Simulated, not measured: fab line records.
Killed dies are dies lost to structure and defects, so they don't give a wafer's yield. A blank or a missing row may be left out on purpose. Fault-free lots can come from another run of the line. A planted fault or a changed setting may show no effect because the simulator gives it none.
Problem report in the 8D (eight disciplines) form, filled by code || flow berkeley_cmos170 || the parts of the form that need people (team, actions taken, sign-off) are left out

== 1. WHAT WENT WRONG ==
dose_ions_cm2 at UCB170_NVT_IMPLANT_07 reads a mean of 2.7946e+12 on 6 wafers of 2 lots; wafers without a fault read 3.0004e+12 with a standard deviation of 2.9e+09. That is -71 standard deviations from the usual mean.
Earliest sighting: wafer L405.2 on implanter-03 at day 7 08:03. The record has a number at this step for 33 wafers belonging to 11 lots. Rule for "out" (also "out of limits"): further than 4 standard deviations from the usual mean. The other wafers with a number count as sound.

== 2. WHAT THIS IS AND IS NOT ==
{"question": "which readings at this step", "is": "dose_ions_cm2", "is not": "beam_on_s"}
{"question": "which lots", "is": "L405, L407", "is not": "L396, L397, L398, L399, L400, L410, L412, L415, L419"}
{"question": "which wafers of those lots", "is": "all that have a number", "is not": "-"}
{"question": "read on which tools", "is": "implanter-03", "is not": "implanter-04"}
{"question": "when", "is": "from day 7 08:03", "is not": "up to then (15 sound wafers); but 12 sound wafers of L410, L412, L415, L419 came after"}

== 3. WHAT RULES OUT EACH SUSPECT ==
Counting: a tool at a process step up to the reading stays a suspect if it ran every lot that is out and no sound lot after the first of them.
- implanter-03 at UCB170_NVT_IMPLANT_07: kept. All lots that are out passed through it, beginning with L405 at day 7 08:03, and no sound lot followed; its final sound lot before that point was L399 at day 6 04:15. Its own readings are out on those wafers: dose_ions_cm2.
Remaining after the count: implanter-03 at UCB170_NVT_IMPLANT_07.

== 4. THE CAUSE (what the simulator had put in) ==
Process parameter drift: implanter-03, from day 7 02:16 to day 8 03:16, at UCB170_NVT_IMPLANT_07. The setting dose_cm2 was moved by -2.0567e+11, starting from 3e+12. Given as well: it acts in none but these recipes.
Only this tool survived the counting.

== 5. THE CHAIN OF EFFECTS, in route order ==
Each row: a reading whose mean over the struck wafers that have a number lies more than 3 standard deviations from the usual. Scope: only readings with a usual standard deviation given in the record; hours: median across lots of the time from each lot's start at the first step in this table that gives one to its start at this step; sigmas: change in usual standard deviations.
{"hours": 0, "step": "UCB170_NVT_IMPLANT_07", "reading": "dose_ions_cm2", "usual": 3.0004e+12, "on struck wafers": 2.7946e+12, "change": -2.0585e+11, "sigmas": -71}
{"hours": 0, "step": "UCB170_NVT_TW_MEAS_09", "reading": "NVT_TW", "usual": 518, "on struck wafers": 504, "change": -14, "sigmas": -3.5}
Process steps it contains:
- UCB170_NVT_IMPLANT_07

== 6. WHAT WOULD HAVE CAUGHT IT SOONER ==
The fault began at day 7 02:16; the first out-of-limits reading in this record came at day 7 08:03, 6 hours later.
